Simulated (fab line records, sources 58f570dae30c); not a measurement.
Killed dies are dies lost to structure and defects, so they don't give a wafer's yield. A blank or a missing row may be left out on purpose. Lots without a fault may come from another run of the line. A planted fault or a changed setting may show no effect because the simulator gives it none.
Which tool did it? | flow berkeley_cmos170 | 14 lots, 42 wafers sampled, at 5 steps of a route of 331

WHAT THE GAUGES READ, wafer by wafer
UCB170_PFIELD_TW_MEAS_09. Usual: PFIELD_TW 600.6, standard deviation 2.7.
lot  | measured    | on            | PFIELD_TW         | flag
L178 | day 4 10:37 | film_metro-04 | 603.3 599.0 600.2 |
L177 | day 4 11:01 | film_metro-04 | 603.4 600.4 600.5 |
L179 | day 5 03:29 | film_metro-04 | 597.2 595.3 600.5 |
L180 | day 5 04:37 | film_metro-04 | 599.5 598.7 599.2 |
L181 | day 5 13:05 | film_metro-03 | 602.2 603.0 598.9 |
L184 | day 5 18:30 | film_metro-04 | 599.0 600.4 597.6 |
L185 | day 5 18:48 | film_metro-02 | 599.4 602.7 603.5 |
L186 | day 6 21:59 | film_metro-02 | 601.8 605.2 606.3 |
L188 | day 6 22:35 | film_metro-03 | 604.3 602.3 603.6 |
L190 | day 7 03:34 | film_metro-04 | 599.0 599.3 598.3 |
L195 | day 7 22:08 | film_metro-03 | 603.1 600.2 600.1 |
L196 | day 8 17:59 | film_metro-02 | 591.0 592.9 595.7 |
L200 | day 8 22:05 | film_metro-04 | 599.8 598.9 599.4 |
L198 | day 8 22:20 | film_metro-04 | 599.9 598.2 600.5 |

UCB170_PVT_OVL_MEAS_06. Usual: PVT_OVL -3 nm, standard deviation 6.9.
lot  | measured     | on         | PVT_OVL (nm) | flag
L178 | day 5 18:08  | overlay-01 | 4 2 -3       |
L177 | day 5 17:52  | overlay-02 | -10 -9 -18   |
L179 | day 6 14:41  | overlay-01 | -1 4 -3      |
L180 | day 6 15:41  | overlay-01 | -5 -10 -1    |
L181 | day 6 21:29  | overlay-02 | 5 9 3        |
L184 | day 7 00:00  | overlay-02 | 5 2 -12      |
L185 | day 7 00:17  | overlay-02 | 2 -3 5       |
L186 | day 7 22:29  | overlay-01 | -4 -13 -8    |
L188 | day 7 22:25  | overlay-01 | 10 9 0       |
L190 | day 8 04:31  | overlay-02 | -17 -10 -2   |
L195 | day 9 05:57  | overlay-02 | -8 -11 4     |
L196 | day 10 14:19 | overlay-02 | -14 -1 -13   |
L200 | day 10 14:20 | overlay-01 | -5 0 -4      |
L198 | day 10 17:52 | overlay-02 | 3 -13 3      |

UCB170_GATE_CD_MEAS_90: target cd 350 nm. Usual: cd_nm 350.8 nm, standard deviation 1.5.
lot  | measured     | on        | cd_nm (nm)        | flag
L178 | day 6 08:43  | cd_sem-01 | 350.4 351.7 350.4 |
L177 | day 6 08:21  | cd_sem-02 | 350.4 352.0 349.9 |
L179 | day 6 23:56  | cd_sem-02 | 354.0 352.6 352.0 |
L180 | day 7 00:04  | cd_sem-01 | 350.5 349.3 350.8 |
L181 | day 7 07:28  | cd_sem-01 | 350.7 349.0 350.2 |
L184 | day 7 10:14  | cd_sem-01 | 350.9 351.5 351.4 |
L185 | day 7 10:33  | cd_sem-02 | 350.2 352.9 352.8 |
L186 | day 8 11:50  | cd_sem-01 | 351.3 351.5 351.5 |
L188 | day 8 12:06  | cd_sem-01 | 350.6 349.0 350.1 |
L190 | day 8 16:34  | cd_sem-02 | 352.1 352.1 352.0 |
L195 | day 10 00:17 | cd_sem-01 | 345.6 345.3 346.5 | OFF
L196 | day 11 01:02 | cd_sem-01 | 345.5 344.1 345.3 | OFF
L200 | day 11 01:16 | cd_sem-02 | 350.0 349.5 350.5 |
L198 | day 11 06:51 | cd_sem-02 | 350.4 350.1 350.2 |

WHICH TOOL RAN EACH LOT (tool, then ch and the chambers of the sampled wafers, then the start)
lot  | UCB170_GATE_ETCH_14                | UCB170_GATE_STRIP_16
L178 | rie_diel-04 ch 0,2,3, day 6 08:29  | plasma_asher-04 ch 0,1, day 6 08:37
L177 | rie_diel-01 ch 0,1,3, day 6 08:10  | plasma_asher-02 ch 0, day 6 08:15
L179 | rie_diel-02 ch 0,2, day 6 23:45    | plasma_asher-01 ch 0,1, day 6 23:50
L180 | rie_diel-01 ch 0,1,2, day 6 23:53  | plasma_asher-02 ch 0,1, day 6 23:58
L181 | rie_diel-01 ch 1,3, day 7 07:15    | plasma_asher-02 ch 0,1, day 7 07:20
L184 | rie_diel-04 ch 2,3, day 7 10:01    | plasma_asher-01 ch 0,1, day 7 10:06
L185 | rie_diel-02 ch 2,3, day 7 10:16    | plasma_asher-02 ch 0,1, day 7 10:23
L186 | rie_diel-04 ch 1,2, day 8 11:38    | plasma_asher-02 ch 0,1, day 8 11:43
L188 | rie_diel-01 ch 1,2,3, day 8 11:55  | plasma_asher-04 ch 0,1, day 8 12:00
L190 | rie_diel-04 ch 1,2, day 8 16:17    | plasma_asher-04 ch 0,1, day 8 16:22
L195 | rie_diel-04 ch 0,1,3, day 10 00:06 | plasma_asher-02 ch 0,1, day 10 00:11
L196 | rie_diel-04 ch 0,2,3, day 11 00:48 | plasma_asher-02 ch 0,1, day 11 00:54
L200 | rie_diel-01 ch 1,3, day 11 01:04   | plasma_asher-04 ch 0, day 11 01:09
L198 | rie_diel-02 ch 0,1,2, day 11 06:37 | plasma_asher-02 ch 0,1, day 11 06:44
- UCB170_GATE_ETCH_14: etches BARC in N2/H2.
- UCB170_GATE_STRIP_16: strips in O2.

WHAT THE TOOLS THEMSELVES READ (means of the sampled wafers that have a number; where no wafer has one, the mark that the record gives instead)
UCB170_GATE_ETCH_14. Usual: drypump_motor_current_A 5.7 A, standard deviation 0.63; oes_product_au 0.996 a.u., standard deviation 0.018; throttle_valve_pct 13.34 %, standard deviation 0.13.
lot  | tool        | drypump_motor_current_A (A) | oes_product_au (a.u.) | throttle_valve_pct (%) | flag
L178 | rie_diel-04 | 5.2                         | 1.002                 | 13.34                  |
L177 | rie_diel-01 | 5.8                         | 0.972                 | 13.43                  |
L179 | rie_diel-02 | 6.2                         | 1.007                 | 13.22                  |
L180 | rie_diel-01 | 6.0                         | 0.987                 | 13.38                  |
L181 | rie_diel-01 | 5.5                         | 0.986                 | 13.39                  |
L184 | rie_diel-04 | 5.0                         | 0.992                 | 13.34                  |
L185 | rie_diel-02 | 5.6                         | 0.974                 | 13.47                  |
L186 | rie_diel-04 | 5.9                         | 1.025                 | 13.23                  |
L188 | rie_diel-01 | 5.7                         | 0.999                 | 13.32                  |
L190 | rie_diel-04 | 5.3                         | 1.020                 | 13.31                  |
L195 | rie_diel-04 | 5.7                         | 1.237                 | 13.27                  | OFF
L196 | rie_diel-04 | 5.2                         | 1.205                 | 13.36                  | OFF
L200 | rie_diel-01 | 5.4                         | 0.989                 | 13.43                  |
L198 | rie_diel-02 | 5.7                         | 0.999                 | 13.28                  |

UCB170_GATE_STRIP_16. Usual: drypump_motor_current_A 5.9 A, standard deviation 0.32; oes_product_au 0.724 a.u., standard deviation 0.0049.
lot  | tool            | drypump_motor_current_A (A) | oes_product_au (a.u.) | flag
L178 | plasma_asher-04 | 5.9                         | 0.724                 |
L177 | plasma_asher-02 | 5.7                         | 0.722                 |
L179 | plasma_asher-01 | 6.2                         | 0.722                 |
L180 | plasma_asher-02 | 5.8                         | 0.730                 |
L181 | plasma_asher-02 | 5.9                         | 0.724                 |
L184 | plasma_asher-01 | 5.8                         | 0.722                 |
L185 | plasma_asher-02 | 5.8                         | 0.724                 |
L186 | plasma_asher-02 | 5.8                         | 0.725                 |
L188 | plasma_asher-04 | 6.1                         | 0.720                 |
L190 | plasma_asher-04 | 6.1                         | 0.729                 |
L195 | plasma_asher-02 | 6.0                         | 0.725                 |
L196 | plasma_asher-02 | 6.0                         | 0.726                 |
L200 | plasma_asher-04 | 5.8                         | 0.716                 |
L198 | plasma_asher-02 | 6.0                         | 0.719                 |

THE ANSWER, worked out from the rows above alone
Rule: a lot is off if the mean of its wafers that have a number lies more than 3 standard deviations from the usual mean. A lot without any number at a reading at which 4 lots or more have one is off too. The other lots that the step has rows for count as sound. The gauges are gone through in route order, then the tools' own readings, and for those a lot's mean is taken as printed above. The first step at which some lot is off is used, and at that step the reading that is off furthest; a lot without a number counts as furthest.
Off: L195, L196, at UCB170_GATE_CD_MEAS_90 (cd_nm).
A tool fits if, at a process step before that reading, it ran every lot that is off, and no sound lot after the first of them. The gauges at UCB170_GATE_CD_MEAS_90 aren't tried: what is off there is off at UCB170_GATE_ETCH_14 too, on other tools, and a gauge's error can't cause that. One fits: rie_diel-04 at UCB170_GATE_ETCH_14. Its last sound lot is L190 (day 8 16:17), its first lot that is off L195 (day 10 00:06): a fault that began between those two fits.
The tool's own readings at UCB170_GATE_ETCH_14 bear it out: on the lots that are off they differ by more than 5 times the standard deviation of the sound lots' means. oes_product_au reads 1.221 a.u. there against 0.996 a.u. on the sound lots.

WHAT THE SIMULATOR HAD PUT IN
Process parameter drift: rie_diel-04, from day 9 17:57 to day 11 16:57, at UCB170_GATE_ETCH_14. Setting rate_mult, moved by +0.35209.
Lots struck among those shown: L195, L196. The rule above found the same.
